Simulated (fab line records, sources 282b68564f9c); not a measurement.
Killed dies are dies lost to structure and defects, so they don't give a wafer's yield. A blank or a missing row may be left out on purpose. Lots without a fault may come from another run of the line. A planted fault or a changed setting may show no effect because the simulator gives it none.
Which tool did it? | flow rit_cmos | 15 lots, 45 wafers sampled, at 1 step of a route of 202

WHAT THE GAUGES READ, wafer by wafer
The record holds no reading of a measuring or inspecting step that can be judged against a usual standard deviation.

WHICH TOOL RAN EACH LOT (tool, then ch and the chambers of the sampled wafers, then the start)
lot  | RIT_SPACER_ETCHBACK_05
L533 | rie_diel-02 ch 0,2,3, day 3 03:05
L534 | rie_diel-04 ch 0,2,3, day 3 09:10
L535 | rie_diel-03 ch 2,3, day 3 14:25
L536 | rie_diel-03 ch 1,2, day 3 20:40
L538 | rie_diel-02 ch 0,1,3, day 4 03:48
L539 | rie_diel-03 ch 1,2,3, day 4 11:29
L540 | rie_diel-04 ch 0,1,2, day 4 14:19
L541 | rie_diel-03 ch 1,2,3, day 4 18:10
L542 | rie_diel-03 ch 0,1,3, day 5 00:43
L546 | rie_diel-02 ch 0,1, day 5 21:32
L547 | rie_diel-03 ch 0,1,3, day 6 03:55
L548 | rie_diel-04 ch 0,3, day 6 07:54
L550 | rie_diel-03 ch 0,2, day 6 20:04
L551 | rie_diel-04 ch 0,1,3, day 6 22:29
L554 | rie_diel-03 ch 0,1, day 7 17:33
- RIT_SPACER_ETCHBACK_05: etches Si3N4 in SF6/CHF3, stops on SiO2, target depth 250 nm, time 240 s.

WHAT THE TOOLS THEMSELVES READ (means of the sampled wafers that have a number; where no wafer has one, the mark that the record gives instead)
RIT_SPACER_ETCHBACK_05. Usual: CHF3_flow_sccm 29.99 sccm, standard deviation 0.095; SF6_flow_sccm 30.00 sccm, standard deviation 0.092; drypump_motor_current_A 5.9 A, standard deviation 0.57; oes_product_au 0.849 a.u., standard deviation 0.017; throttle_valve_pct 10.25 %, standard deviation 0.15.
lot  | tool        | CHF3_flow_sccm (sccm) | SF6_flow_sccm (sccm) | drypump_motor_current_A (A) | oes_product_au (a.u.) | throttle_valve_pct (%) | flag
L533 | rie_diel-02 | 29.89                 | 29.93                | 5.9                         | 0.862                 | 10.16                  |
L534 | rie_diel-04 | 30.00                 | 29.98                | 5.3                         | 0.848                 | 10.32                  |
L535 | rie_diel-03 | 30.12                 | 30.09                | 6.0                         | 0.839                 | 10.15                  |
L536 | rie_diel-03 | 30.08                 | 29.95                | 6.0                         | 0.834                 | 10.21                  |
L538 | rie_diel-02 | 29.99                 | 30.02                | 5.7                         | 0.853                 | 10.12                  |
L539 | rie_diel-03 | 29.93                 | 30.10                | 6.3                         | 0.839                 | 10.20                  |
L540 | rie_diel-04 | -                     | -                    | -                           | -                     | -                      | OFF
L541 | rie_diel-03 | -                     | -                    | -                           | -                     | -                      | OFF
L542 | rie_diel-03 | -                     | -                    | -                           | -                     | -                      | OFF
L546 | rie_diel-02 | 30.02                 | 29.92                | 5.6                         | 0.843                 | 10.20                  |
L547 | rie_diel-03 | 30.01                 | 29.94                | 6.1                         | 0.850                 | 10.26                  |
L548 | rie_diel-04 | 29.90                 | 29.98                | 5.1                         | 0.854                 | 10.22                  |
L550 | rie_diel-03 | 29.98                 | 30.05                | 5.4                         | 0.818                 | 10.28                  |
L551 | rie_diel-04 | 30.04                 | 29.96                | 5.5                         | 0.842                 | 10.26                  |
L554 | rie_diel-03 | 29.89                 | 30.02                | 6.1                         | 0.843                 | 10.31                  |

THE ANSWER, worked out from the rows above alone
Rule: a lot is off if the mean of its wafers that have a number lies more than 3 standard deviations from the usual mean. A lot without any number at a reading at which 4 lots or more have one is off too. The other lots that the step has rows for count as sound. The gauges are gone through in route order, then the tools' own readings, and for those a lot's mean is taken as printed above. The first step at which some lot is off is used, and at that step the reading that is off furthest; a lot without a number counts as furthest.
Off: L540, L541, L542, at RIT_SPACER_ETCHBACK_05 (CHF3_flow_sccm). Without a number there: L540, L541, L542.
A tool fits if, at that step or a process step before it, it ran every lot that is off, and no sound lot after the first of them. None of those tried fits.

WHAT THE SIMULATOR HAD PUT IN
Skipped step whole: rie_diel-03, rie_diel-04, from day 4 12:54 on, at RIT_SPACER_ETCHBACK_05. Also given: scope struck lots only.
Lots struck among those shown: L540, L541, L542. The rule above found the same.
